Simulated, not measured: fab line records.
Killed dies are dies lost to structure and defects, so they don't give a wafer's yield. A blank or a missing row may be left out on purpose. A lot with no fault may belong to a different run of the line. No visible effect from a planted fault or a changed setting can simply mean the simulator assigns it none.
Which tool was responsible? :: flow rit-cmos :: 42 wafers from 14 lots sampled at 3 of the route's 202 steps

## WHAT THE GAUGES SHOWED, per wafer
RIT_CONTACT_CD_MEAS_90 targets a cd of 1000 nm. Usual: 999.8 nm for cd-nm, sd 2.4.
lot: L573
measured: day 3 07:27
on: cd-sem-01
cd-nm (nm): 1002.5 1002.4 1001.5
flag: 

lot: L574
measured: day 3 09:30
on: cd-sem-01
cd-nm (nm): 999.6 1002.4 1002.8
flag: 

lot: L575
measured: day 3 13:38
on: cd-sem-01
cd-nm (nm): 1005.4 1004.6 1005.9
flag: 

lot: L576
measured: day 3 19:17
on: cd-sem-01
cd-nm (nm): 1000.9 1001.0 998.4
flag: 

lot: L577
measured: day 3 23:45
on: cd-sem-01
cd-nm (nm): 994.7 998.3 998.1
flag: 

lot: L578
measured: day 4 07:21
on: cd-sem-02
cd-nm (nm): 1000.8 999.1 998.9
flag: 

lot: L579
measured: day 4 10:37
on: cd-sem-01
cd-nm (nm): 998.8 1001.1 1001.6
flag: 

lot: L581
measured: day 4 19:46
on: cd-sem-01
cd-nm (nm): 999.8 1000.4 999.4
flag: 

lot: L582
measured: day 5 00:53
on: cd-sem-01
cd-nm (nm): 1000.4 1001.4 998.4
flag: 

lot: L585
measured: day 5 19:56
on: cd-sem-02
cd-nm (nm): 998.4 997.1 996.9
flag: 

lot: L588
measured: day 6 08:41
on: cd-sem-02
cd-nm (nm): 1000.4 1001.3 1001.2
flag: 

lot: L590
measured: day 6 18:29
on: cd-sem-02
cd-nm (nm): 1001.6 1003.8 1000.5
flag: 

lot: L591
measured: day 6 22:13
on: cd-sem-02
cd-nm (nm): 1000.8 999.4 999.0
flag: 

lot: L592
measured: day 7 04:21
on: cd-sem-02
cd-nm (nm): 999.5 1000.6 1000.9
flag: 

## EACH LOT AND THE TOOL THAT RAN IT (in order: tool; ch and the chambers of the sampled wafers; start)
lot: L573
RIT_NSD_STRIP_09: plasma-asher-01 ch 0,1, day 3 02:24
RIT_CONTACT_STRIP_12: plasma-asher-01 ch 0,1, day 3 07:17

lot: L574
RIT_NSD_STRIP_09: plasma-asher-01 ch 0,1, day 3 04:29
RIT_CONTACT_STRIP_12: plasma-asher-02 ch 0,1, day 3 09:20

lot: L575
RIT_NSD_STRIP_09: plasma-asher-04 ch 0,1, day 3 08:35
RIT_CONTACT_STRIP_12: plasma-asher-01 ch 0,1, day 3 13:28

lot: L576
RIT_NSD_STRIP_09: plasma-asher-02 ch 0,1, day 3 14:02
RIT_CONTACT_STRIP_12: plasma-asher-01 ch 0,1, day 3 19:07

lot: L577
RIT_NSD_STRIP_09: plasma-asher-02 ch 0,1, day 3 18:34
RIT_CONTACT_STRIP_12: plasma-asher-01 ch 0,1, day 3 23:33

lot: L578
RIT_NSD_STRIP_09: plasma-asher-01 ch 0,1, day 4 02:16
RIT_CONTACT_STRIP_12: plasma-asher-01 ch 0,1, day 4 07:11

lot: L579
RIT_NSD_STRIP_09: plasma-asher-02 ch 0,1, day 4 05:32
RIT_CONTACT_STRIP_12: plasma-asher-02 ch 0,1, day 4 10:25

lot: L581
RIT_NSD_STRIP_09: plasma-asher-02 ch 0,1, day 4 14:28
RIT_CONTACT_STRIP_12: plasma-asher-02 ch 0,1, day 4 19:36

lot: L582
RIT_NSD_STRIP_09: plasma-asher-04 ch 0,1, day 4 20:02
RIT_CONTACT_STRIP_12: plasma-asher-01 ch 0,1, day 5 00:43

lot: L585
RIT_NSD_STRIP_09: plasma-asher-01 ch 0,1, day 5 14:59
RIT_CONTACT_STRIP_12: plasma-asher-03 ch 0,1, day 5 19:45

lot: L588
RIT_NSD_STRIP_09: plasma-asher-02 ch 0,1, day 6 03:43
RIT_CONTACT_STRIP_12: plasma-asher-02 ch 0,1, day 6 08:32

lot: L590
RIT_NSD_STRIP_09: plasma-asher-04 ch 0,1, day 6 13:23
RIT_CONTACT_STRIP_12: plasma-asher-01 ch 0,1, day 6 18:19

lot: L591
RIT_NSD_STRIP_09: plasma-asher-04 ch 0,1, day 6 16:58
RIT_CONTACT_STRIP_12: plasma-asher-03 ch 0,1, day 6 22:03

lot: L592
RIT_NSD_STRIP_09: plasma-asher-01 ch 1, day 6 23:14
RIT_CONTACT_STRIP_12: plasma-asher-01 ch 0,1, day 7 04:09
- RIT_NSD_STRIP_09: strips in O2, time 180 s.
- RIT_CONTACT_STRIP_12: strips in O2, time 180 s.

## AS READ BY THE TOOLS THEMSELVES (means over the sampled wafers that have a number; for cases with no such wafer, the mark the record gives instead)
RIT_NSD_STRIP_09. Usual: 5.6 A for drypump-motor-current-A, sd 0.47.
lot: L573
tool: plasma-asher-01
drypump-motor-current-A (A): 5.1
flag: 

lot: L574
tool: plasma-asher-01
drypump-motor-current-A (A): 5.1
flag: 

lot: L575
tool: plasma-asher-04
drypump-motor-current-A (A): 5.8
flag: 

lot: L576
tool: plasma-asher-02
drypump-motor-current-A (A): 5.9
flag: 

lot: L577
tool: plasma-asher-02
drypump-motor-current-A (A): 5.5
flag: 

lot: L578
tool: plasma-asher-01
drypump-motor-current-A (A): 5.4
flag: 

lot: L579
tool: plasma-asher-02
drypump-motor-current-A (A): 5.9
flag: 

lot: L581
tool: plasma-asher-02
drypump-motor-current-A (A): 5.9
flag: 

lot: L582
tool: plasma-asher-04
drypump-motor-current-A (A): 5.6
flag: 

lot: L585
tool: plasma-asher-01
drypump-motor-current-A (A): 5.4
flag: 

lot: L588
tool: plasma-asher-02
drypump-motor-current-A (A): 5.5
flag: 

lot: L590
tool: plasma-asher-04
drypump-motor-current-A (A): 5.6
flag: 

lot: L591
tool: plasma-asher-04
drypump-motor-current-A (A): 5.8
flag: 

lot: L592
tool: plasma-asher-01
drypump-motor-current-A (A): 5.8
flag: 

RIT_CONTACT_STRIP_12. Usual: 5.5 A for drypump-motor-current-A, sd 0.52.
lot: L573
tool: plasma-asher-01
drypump-motor-current-A (A): 5.4
flag: 

lot: L574
tool: plasma-asher-02
drypump-motor-current-A (A): 5.9
flag: 

lot: L575
tool: plasma-asher-01
drypump-motor-current-A (A): 5.4
flag: 

lot: L576
tool: plasma-asher-01
drypump-motor-current-A (A): 5.1
flag: 

lot: L577
tool: plasma-asher-01
drypump-motor-current-A (A): 5.1
flag: 

lot: L578
tool: plasma-asher-01
drypump-motor-current-A (A): 5.1
flag: 

lot: L579
tool: plasma-asher-02
drypump-motor-current-A (A): 5.5
flag: 

lot: L581
tool: plasma-asher-02
drypump-motor-current-A (A): 5.9
flag: 

lot: L582
tool: plasma-asher-01
drypump-motor-current-A (A): 5.5
flag: 

lot: L585
tool: plasma-asher-03
drypump-motor-current-A (A): 5.4
flag: 

lot: L588
tool: plasma-asher-02
drypump-motor-current-A (A): 5.9
flag: 

lot: L590
tool: plasma-asher-01
drypump-motor-current-A (A): 5.1
flag: 

lot: L591
tool: plasma-asher-03
drypump-motor-current-A (A): 5.7
flag: 

lot: L592
tool: plasma-asher-01
drypump-motor-current-A (A): 5.4
flag: 

## THE ANSWER, worked out from the rows above alone
Rule: lot off if the mean of its wafers having a number is beyond 3 standard deviations from the usual mean. Also off: a lot with no number at a reading for which 4 or more lots have one. Any other lot the step has rows for is counted as sound. The gauges are gone through in route order, then the tools' own readings, and for those a lot's mean is taken as printed above. The first step at which some lot is off is used, and at that step the reading that is off furthest; a lot without a number counts as furthest.
No lot is off on any of the readings shown, so nothing can be concluded from this.

## WHAT WAS PUT IN BY THE SIMULATOR
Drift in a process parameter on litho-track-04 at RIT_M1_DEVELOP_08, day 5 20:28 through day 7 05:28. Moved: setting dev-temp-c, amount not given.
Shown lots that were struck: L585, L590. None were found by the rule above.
